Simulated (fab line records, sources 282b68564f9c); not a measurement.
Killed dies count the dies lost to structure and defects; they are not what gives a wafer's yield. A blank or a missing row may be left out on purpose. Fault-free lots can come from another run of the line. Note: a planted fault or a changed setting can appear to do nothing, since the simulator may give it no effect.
fab line records -- flow ritCmos
record lots=6, wafers=18, lastDay=7
route steps=202 shown SILICIDE@167 CONTACT@168 M1@202
lots that met no fault: taken from a fault-free run of the same line
startH: start of the lot's first displayed wafer, in hours after the record's first day -- waitH: hours elapsed since this lot's preceding step -- " the same as in the row above -- L1.1+2: several wafers, shown together as one row -- - no value, or no start given -- * or withheld: withheld -- < > ~ a bound
route shown NAME@n: a module of which the file shows steps, and the number in the route of the first -- usual: the fault-free wafers' mean and standard deviation -- same: alike in all rows -- chamber/n: place in a boat -- sites: the reading at each site -- _std_site: how widely they spread, as a standard deviation -- _edge_site: the outer-site mean with the inner-site mean subtracted -- radiusMm: for every site, how far away it sits from the centre of the wafer -- mask NAME#n: copy n -- behind: the tool/chamber that last shaped the wafer -- hold: the reason the lot was held/the length of the hold in hours/how it ended -- device: which transistor (n, p or np) failed to switch -- end of line: the tests these same wafers got at the end of their route -- a step given without rows: its recipe and nothing more -- killed: the dies lost at the first sort to structure and to defects; this is not the yield of the wafer -- map: the dies of a wafer, with x for killed, . for not killed, _ for no die there
set.NAME: the setting as run; set.NAME@STEP: as run at that earlier step -- model.NAME: the simulator's own value behind a step, which no gauge read
certain route steps with their lots: each step a table, each wafer a row
services: a tool's chamber out of use, with start hour (startH, from the record's first day; less than 0 if before it), hours out, and reason
## steps
# step RIT_SILICIDE_RTA_06
# recipe tempC=750, timeS=10, idleTempC=25, rampUpS=5, rampDownS=10, coolToC=25, ambient=N2
# usual wafer_temp_C_max=753.5/0.87
lot.wafer,tool,chamber,startH,waitH,wafer_temp_C_max
L568.2,rtpAnneal-02,0,61.96,0.0,753.2
L568.3,rtpAnneal-02,0,61.96,0.0,753.0
L568.4,rtpAnneal-02,0,61.96,0.0,752.7
L574.1,rtpAnneal-02,0,90.25,0.0,752.5
L574.3,rtpAnneal-02,0,90.25,0.0,753.0
L574.4,rtpAnneal-02,0,90.25,0.0,752.0
L578.3,rtpAnneal-02,0,110.02,0.0,754.0
L578.4,rtpAnneal-02,0,110.02,0.0,753.0
L578.6,rtpAnneal-02,0,110.02,0.0,752.5
L584.1,rtpAnneal-02,0,140.60,0.0,752.8
L584.4,rtpAnneal-02,0,140.60,0.0,753.9
L584.5,rtpAnneal-02,0,140.60,0.0,752.9
L585.1,rtpAnneal-01,0,146.65,0.0,753.5
L585.3,rtpAnneal-01,0,146.65,0.0,753.3
L585.4,rtpAnneal-01,0,146.65,0.0,754.9
L586.3,rtpAnneal-02,0,151.80,0.0,753.7
L586.4,rtpAnneal-02,0,151.80,0.0,753.2
L586.5,rtpAnneal-02,0,151.80,0.0,753.5
# step RIT_CONTACT_CVD_00
# recipe material=SiO2, targetThkNm=400, precursor=TEOS, tempC=390, timeS=61, rfW=400
# usual heaterPowerW=309/41
lot.wafer,tool,chamber,startH,waitH,heaterPowerW,sinceWetCleanH
L568.2,pecvd-02,0,62.01,0.0,323,213
L568.3,pecvd-02,2,62.01,0.0,335,-
L568.4,pecvd-02,0,62.01,0.0,329,-
L574.1,pecvd-03,1,90.31,0.1,274,1036
L574.3,pecvd-03,2,90.31,0.1,299,1036
L574.4,pecvd-03,0,90.31,0.1,305,-
L578.3,pecvd-02,2,110.07,0.0,338,261
L578.4,pecvd-02,0,110.07,0.0,339,-
L578.6,pecvd-02,1,110.07,0.0,381,-
L584.1,pecvd-02,2,140.67,0.1,281,291
L584.4,pecvd-02,2,140.67,0.1,293,-
L584.5,pecvd-02,1,140.67,0.1,349,-
L585.1,pecvd-04,2,146.72,0.1,296,1483
L585.3,pecvd-04,1,146.72,0.1,321,1483
L585.4,pecvd-04,2,146.72,0.1,308,-
L586.3,pecvd-03,0,151.84,0.0,309,1098
L586.4,pecvd-03,0,151.84,0.0,313,-
L586.5,pecvd-03,1,151.84,0.0,224,-
# step RIT_CONTACT_THK_MEAS_01
# recipe reads=SiO2_of_CONTACT_CVD_00
# usual CONTACT_TEOS_THK=400/5.8
lot.wafer,tool,chamber,startH,waitH,CONTACT_TEOS_THK[nm]
L568.2,filmMetro-04,-,62.10,0.1,404
L568.3,filmMetro-04,-,62.10,0.1,403
L568.4,filmMetro-04,-,62.10,0.1,410
L574.1,filmMetro-03,-,90.36,0.0,397
L574.3,filmMetro-03,-,90.36,0.0,406
L574.4,filmMetro-03,-,90.36,0.0,407
L578.3,filmMetro-03,-,110.14,0.0,405
L578.4,filmMetro-03,-,110.14,0.0,412
L578.6,filmMetro-03,-,110.14,0.0,412
L584.1,filmMetro-02,-,140.74,0.1,393
L584.4,filmMetro-02,-,140.74,0.1,399
L584.5,filmMetro-02,-,140.74,0.1,405
L585.1,filmMetro-03,-,146.77,0.0,398
L585.3,filmMetro-03,-,146.77,0.0,401
L585.4,filmMetro-03,-,146.77,0.0,405
L586.3,filmMetro-03,-,151.91,0.0,390
L586.4,filmMetro-03,-,151.91,0.0,404
L586.5,filmMetro-03,-,151.91,0.0,392
# step RIT_CONTACT_HMDS_02
# recipe primeTimeS=60, primeTempC=140
# step RIT_CONTACT_COAT_03
# recipe resist=NOVOLAK, spinRpm=3250, resistThkNm=1000
# step RIT_CONTACT_SOFTBAKE_04
# recipe resist=NOVOLAK, tempC=90, timeS=60
# step RIT_CONTACT_EXPOSE_05
# recipe maskId=M11, na=0.6, sourceShape=conventional, sigmaOuter=0.5, targetCdNm=1000, doseMj=250
# step RIT_CONTACT_PEB_06
# recipe resist=NOVOLAK, tempC=withheld, timeS=withheld
# step RIT_CONTACT_DEVELOP_07
# recipe resist=NOVOLAK, developTimeS=120, devTempC=23
# step RIT_CONTACT_CD_MEAS_08
# recipe targetCdNm=1000
# usual cdNm=1000.8/2
lot.wafer,tool,chamber,startH,waitH,cdNm
L568.2,cdSem-02,-,63.14,-,999.0
L568.3,cdSem-02,-,63.14,-,1000.7
L568.4,cdSem-02,-,63.14,-,998.2
L574.1,cdSem-02,-,91.52,-,1001.4
L574.3,cdSem-02,-,91.52,-,1000.8
L574.4,cdSem-02,-,91.52,-,1001.9
L578.3,cdSem-02,-,111.19,-,1001.5
L578.4,cdSem-02,-,111.19,-,1002.5
L578.6,cdSem-02,-,111.19,-,1002.6
L584.1,cdSem-01,-,141.77,-,1001.4
L584.4,cdSem-01,-,141.77,-,1001.7
L584.5,cdSem-01,-,141.77,-,1002.6
L585.1,cdSem-02,-,147.79,-,998.1
L585.3,cdSem-02,-,147.79,-,995.4
L585.4,cdSem-02,-,147.79,-,996.5
L586.3,cdSem-02,-,153.09,-,1005.2
L586.4,cdSem-02,-,153.09,-,1001.9
L586.5,cdSem-02,-,153.09,-,1003.5
# step RIT_CONTACT_OVL_MEAS_09
# usual CONTACT_OVL=0.1/1.4
lot.wafer,tool,chamber,startH,waitH,CONTACT_OVL[nm]
L568.2,overlay-02,-,63.24,0.1,1.5
L568.3,overlay-02,-,63.24,0.1,1.7
L568.4,overlay-02,-,63.24,0.1,1.3
L574.1,overlay-01,-,91.64,0.1,-0.8
L574.3,overlay-01,-,91.64,0.1,-2.5
L574.4,overlay-01,-,91.64,0.1,-1.0
L578.3,overlay-01,-,111.28,0.1,-2.4
L578.4,overlay-01,-,111.28,0.1,-0.3
L578.6,overlay-01,-,111.28,0.1,-0.6
L584.1,overlay-02,-,141.89,0.1,1.1
L584.4,overlay-02,-,141.89,0.1,0.2
L584.5,overlay-02,-,141.89,0.1,0.2
L585.1,overlay-02,-,147.91,0.1,-2.1
L585.3,overlay-02,-,147.91,0.1,-0.9
L585.4,overlay-02,-,147.91,0.1,-1.0
L586.3,overlay-02,-,153.18,0.1,-2.4
L586.4,overlay-02,-,153.18,0.1,-2.6
L586.5,overlay-02,-,153.18,0.1,-2.4
# step RIT_CONTACT_HARDBAKE_10
# recipe resist=NOVOLAK, tempC=140, timeS=60
# step RIT_CONTACT_ETCH_11
# recipe targetDepthA=4800, overEtchFrac=0.2, stopOn=TiSi2, chemistry=CHF3/CF4/Ar, target=SiO2, CHF3_flow_sccm=50, cf4FlowSccm=10, Ar_flow_sccm=100, O2_flow_sccm=5, pressureMtorr=100, rfW=200, timeS=320
# usual cf4FlowSccm=10.00/0.031, drypumpMotorCurrentA=5.7/0.3, oesProductAu=0.986/0.014, overEtchFrac=0.2/0, throttleValvePct=8.91/0.14
lot.wafer,tool,chamber,startH,waitH,cf4FlowSccm,drypumpMotorCurrentA,oesProductAu,overEtchFrac,rfHoursCounterH,throttleValvePct,model.NOVOLAK_of_CONTACT_COAT_03.thkNm
L568.2,rieDiel-01,1,63.42,0.1,9.98,6.4,1.011,0.2,163,9.03,773.4
L568.3,rieDiel-01,3,63.42,0.1,10.02,5.7,0.980,0.2,159,8.70,774.2
L568.4,rieDiel-01,2,63.42,0.1,10.05,5.4,0.968,0.2,-,9.12,772.5
L574.1,rieDiel-03,2,91.82,0.1,9.95,5.9,1.013,0.2,73,8.93,769.3
L574.3,rieDiel-03,3,91.82,0.1,10.06,5.5,0.991,0.2,48,9.07,768.2
L574.4,rieDiel-03,1,91.82,0.1,10.03,5.6,0.986,0.2,46,8.85,767.1
L578.3,rieDiel-03,1,111.45,0.1,9.98,5.6,0.985,0.2,47,8.84,767.6
L578.4,rieDiel-03,0,111.45,0.1,9.99,5.5,1.002,0.2,2,8.78,771.1
L578.6,rieDiel-03,3,111.45,0.1,10.04,5.5,0.996,0.2,-,9.07,768.9
L584.1,rieDiel-03,1,142.08,0.1,10.03,5.6,0.970,0.38169,47,8.85,752.9
L584.4,rieDiel-03,1,142.08,0.1,10.05,5.6,0.975,0.38169,-,8.84,748.2
L584.5,rieDiel-03,0,142.08,0.1,9.97,5.5,0.998,0.2,-,8.77,771.7
L585.1,rieDiel-03,2,148.10,0.1,10.08,5.9,1.010,0.2,74,8.93,768.5
L585.3,rieDiel-03,3,148.10,0.1,9.98,5.5,0.993,0.2,49,9.08,770.6
L585.4,rieDiel-03,1,148.10,0.1,10.00,5.6,0.979,0.38169,47,8.85,748.6
L586.3,rieDiel-01,2,153.35,0.1,10.01,5.4,0.960,0.2,64,9.15,767.3
L586.4,rieDiel-01,3,153.35,0.1,9.96,5.7,0.973,0.2,0,8.73,766.7
L586.5,rieDiel-01,2,153.35,0.1,10.00,5.4,0.967,0.2,-,9.14,768.8
# step RIT_CONTACT_STRIP_12
# recipe chemistry=O2, timeS=180, resist=NOVOLAK, platenTempC=withheld, powerW=500, pressureMtorr=4000, o2FlowSccm=4000
# usual drypumpMotorCurrentA=5.6/0.49, rfReflPowerW=7.2/1.2
lot.wafer,tool,chamber,startH,waitH,drypumpMotorCurrentA,rfHoursCounterH,rfReflPowerW
L568.2,plasmaAsher-04,0,63.62,0.1,5.5,24,8.8
L568.3,plasmaAsher-04,0,63.62,0.1,5.5,-,8.6
L568.4,plasmaAsher-04,1,63.62,0.1,6.2,-,7.4
L574.1,plasmaAsher-04,0,92.02,0.1,5.5,27,8.8
L574.3,plasmaAsher-04,1,92.02,0.1,6.2,-,7.2
L574.4,plasmaAsher-04,0,92.02,0.1,5.5,-,8.7
L578.3,plasmaAsher-02,1,111.70,0.2,5.9,-,5.6
L578.4,plasmaAsher-02,0,111.70,0.2,5.5,-,7.3
L578.6,plasmaAsher-02,1,111.70,0.2,5.8,-,5.6
L584.1,plasmaAsher-04,0,142.27,0.1,5.5,33,8.9
L584.4,plasmaAsher-04,1,142.27,0.1,6.2,-,7.4
L584.5,plasmaAsher-04,1,142.27,0.1,6.2,-,7.5
L585.1,plasmaAsher-03,0,148.29,0.1,4.8,52,6.1
L585.3,plasmaAsher-03,1,148.29,0.1,6.1,-,8.8
L585.4,plasmaAsher-03,0,148.29,0.1,4.7,-,6.7
L586.3,plasmaAsher-02,0,153.61,0.2,5.5,-,7.9
L586.4,plasmaAsher-02,1,153.61,0.2,5.9,-,5.6
L586.5,plasmaAsher-02,0,153.61,0.2,5.5,-,8.3
# step RIT_M1_PROBE_99
# usual killedAtContacts=0.0/0.22, killedAtFrontEnd=6.5/3, killedDies=6.6/3, killedOnRim=1.7/1.3, killedOpen=3.4/2.2, killedShort=3.3/1.7
# same grossDies=264, killed_at_M0_to_M3=0, killed_at_M4_up=0, killedAtBackSide=0, killedAtOther=0
lot.wafer,tool,chamber,startH,waitH,killedAtContacts,killedAtFrontEnd,killedDies,killedOnRim,killedOpen,killedShort,model.etest.nmos_0p15.junctionLog10AUm,model.etest.nmosNarrow.offLog10AUm,model.etest.nmos_0p3.offLog10AUm,model.etest.gateEndArray.leakLog10AUm,model.etest.antennaContact.vtShiftV
L568.2,prober-01,-,68.57,0.1,0,15,15,4,10,5,-13.32,-13.09,-12.83,-12.55,-0.01056
L568.3,prober-01,-,68.62,0.2,0,10,10,1,7,3,-13.08,-12.97,-12.79,-12.57,-0.01306
L568.4,prober-01,-,68.67,0.2,0,7,7,2,3,4,-12.99,-13.18,-12.98,-12.88,-0.01121
L574.1,prober-01,-,96.85,0.1,0,7,7,1,4,3,-13.23,-13.23,-13.03,-12.73,-0.009879
L574.3,prober-01,-,96.95,0.2,0,13,13,4,9,4,-13.54,-13.3,-13.17,-12.96,-0.008895
L574.4,prober-01,-,97.00,0.2,0,7,7,3,6,1,-13.52,-13.2,-13.11,-12.83,-0.004842
L578.3,prober-01,-,116.40,0.2,1,11,12,2,10,2,-13.51,-13.1,-13.13,-12.94,-0.01337
L578.4,prober-01,-,116.45,0.2,0,7,7,0,3,4,-13.5,-13.04,-12.99,-12.63,-0.006189
L578.6,prober-01,-,116.55,0.2,0,8,8,3,3,5,-13.45,-13.07,-13.08,-12.88,-0.01012
L584.1,prober-01,-,147.18,0.1,0,6,6,3,4,2,-12.99,-12.82,-12.81,-12.57,-0.02208
L584.4,prober-01,-,147.33,0.2,0,6,6,5,3,3,-13.03,-12.87,-12.76,-12.45,-0.02216
L584.5,prober-01,-,147.38,0.2,0,6,6,3,3,3,-13.38,-13.31,-13.16,-12.89,-0.01086
L585.1,prober-02,-,153.35,0.1,0,8,8,1,3,5,-13.53,-13.19,-12.83,-12.61,-0.007469
L585.3,prober-02,-,153.45,0.2,0,4,4,2,3,1,-13.59,-13.21,-13,-12.84,-0.01088
L585.4,prober-02,-,153.50,0.2,0,6,6,1,3,3,-13.13,-12.95,-12.88,-12.71,-0.02255
L586.3,prober-01,-,158.54,0.2,1,7,8,3,3,5,-13.53,-13.09,-12.89,-12.7,-0.0126
L586.4,prober-01,-,158.59,0.2,0,5,5,0,5,0,-13.55,-13.21,-12.94,-12.7,-0.009747
L586.5,prober-01,-,158.64,0.2,0,11,11,4,7,4,-13.48,-13.09,-13.01,-12.87,-0.01049
# killed by level:class
L568.2 FOX1:geometricParticle:open=2 FOX2:geometricParticle:open=2 GATE:geometricParticle:short=2 SPACER:geometricParticle:open=2 SILICIDE:geometricParticle:open=2 FOX2:geometricParticle:short=1 GATE:geometricParticle:open=1 REOX:geometricParticle:open=1
L568.3 GATE:geometricParticle:open=4 FOX2:geometricParticle:open=2 FOX1:geometricParticle:open=1 FOX2:geometricParticle:short=1 GATE:geometricParticle:short=1 SPACER:geometricParticle:short=1
L568.4 GATE:geometricParticle:open=2 FOX2:geometricParticle:short=1 GATE:geometricParticle:short=1 SPACER:geometricParticle:short=1 SILICIDE:geometricParticle:short=1 SILICIDE:geometricParticle:open=1
L574.1 FOX1:geometricParticle:short=2 FOX1:geometricParticle:open=2 GATE:geometricParticle:short=1 SPACER:geometricParticle:open=1 SILICIDE:geometricParticle:open=1
L574.3 GATE:geometricParticle:open=4 REOX:geometricParticle:open=3 REOX:geometricParticle:short=2 FOX1:geometricParticle:open=1 FOX1:geometricParticle:short=1 GATE:geometricParticle:short=1 SPACER:geometricParticle:open=1
L574.4 REOX:geometricParticle:open=3 FOX1:geometricParticle:open=1 FOX2:geometricParticle:short=1 FOX2:geometricParticle:open=1 SPACER:geometricParticle:open=1
L578.3 REOX:geometricParticle:open=5 GATE:geometricParticle:open=2 FOX1:geometricParticle:short=1 FOX1:geometricParticle:open=1 FOX2:geometricParticle:open=1 SPACER:geometricParticle:short=1 CONTACT:geometricParticle:open=1
L578.4 FOX1:geometricParticle:open=1 FOX1:geometricParticle:short=1 GATE:geometricParticle:open=1 REOX:geometricParticle:short=1 SPACER:geometricParticle:short=1 SILICIDE:geometricParticle:short=1 SILICIDE:geometricParticle:open=1
L578.6 SPACER:geometricParticle:short=2 FOX1:geometricParticle:short=1 FOX1:geometricParticle:open=1 GATE:geometricParticle:short=1 REOX:geometricParticle:open=1 REOX:geometricParticle:short=1 SPACER:geometricParticle:open=1
L584.1 FOX1:geometricParticle:open=1 GATE:geometricParticle:open=1 REOX:geometricParticle:open=1 SPACER:geometricParticle:open=1 SPACER:geometricParticle:short=1 SILICIDE:geometricParticle:short=1
L584.4 GATE:geometricParticle:short=2 REOX:geometricParticle:open=2 SPACER:geometricParticle:short=1 SILICIDE:geometricParticle:open=1
L584.5 GATE:geometricParticle:short=2 FOX1:geometricParticle:open=1 FOX1:geometricParticle:short=1 GATE:geometricParticle:open=1 SPACER:geometricParticle:open=1
L585.1 GATE:geometricParticle:short=3 SILICIDE:geometricParticle:short=2 FOX1:geometricParticle:open=1 SPACER:geometricParticle:open=1 SILICIDE:geometricParticle:open=1
L585.3 FOX1:geometricParticle:open=1 GATE:geometricParticle:open=1 SPACER:geometricParticle:short=1 SPACER:geometricParticle:open=1
L585.4 GATE:geometricParticle:short=2 SILICIDE:geometricParticle:open=2 GATE:geometricParticle:open=1 SPACER:geometricParticle:short=1
L586.3 GATE:geometricParticle:short=3 FOX2:geometricParticle:open=1 GATE:geometricParticle:open=1 SPACER:geometricParticle:short=1 SILICIDE:geometricParticle:open=1 CONTACT:geometricParticle:short=1
L586.4 REOX:geometricParticle:open=3 SILICIDE:geometricParticle:open=2
L586.5 GATE:geometricParticle:open=2 REOX:geometricParticle:open=2 SILICIDE:geometricParticle:open=2 FOX2:geometricParticle:short=1 GATE:geometricParticle:short=1 SPACER:geometricParticle:open=1 SPACER:geometricParticle:short=1 SILICIDE:geometricParticle:short=1
## services
tool,chamber,startH,hours,kind
rieDiel-03,1,56.06,6.7,repair
rieDiel-01,0,59.10,5.6,repair
pecvd-04,1,73.71,29.5,repair
pecvd-02,-,75.31,2.8,pm
rieDiel-01,-,76.79,0.7,repair
rieDiel-01,1,80.48,-,clean
rieDiel-01,1,80.48,23.1,scheduledDown
rieDiel-01,1,80.48,23.1,ventCycle
rieDiel-01,3,103.58,-,clean
rieDiel-01,3,103.58,15.2,scheduledDown
rieDiel-01,3,103.58,15.2,ventCycle
rieDiel-03,3,133.17,10.2,repair
pecvd-02,0,133.48,7.9,repair
pecvd-03,-,140.22,6.0,pm
rtpAnneal-02,-,145.45,1.2,pm
## key
firstSign step=RIT_CONTACT_ETCH_11, reading=overEtchFrac, direction=up, sigmas=99+, usual=0.2, struck=0.38169
effect none on later readings
modelEffect step=RIT_CONTACT_ETCH_11, value=NOVOLAK_of_CONTACT_COAT_03.thkNm, without=767.5, struck=749.9
modelEffect step=RIT_M1_PROBE_99, value=etest.nmos_0p15.junctionLog10AUm, without=-13.6, struck=-13.05
metAt RIT_CONTACT_ETCH_11
struckWafers L584.1,L584.4,L585.4
testerLeftOut L584,L585
onsetBetween 111.45 142.08
fault kind=processParameterDrift, tool=rieDiel-03, chamber=1, onsetH=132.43, steps=RIT_CONTACT_ETCH_11, channel=overEtchFrac, offset=0.18169, shape=step, endH=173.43, stated=0.2
# testerLeftOut: of these lots the tester's yield and bins aren't shown, on N5 and GAA mostly nor the transistor test; their killed dies are dies lost to structure and defects alone, not to doping, threshold or leakage, so they don't give the yield
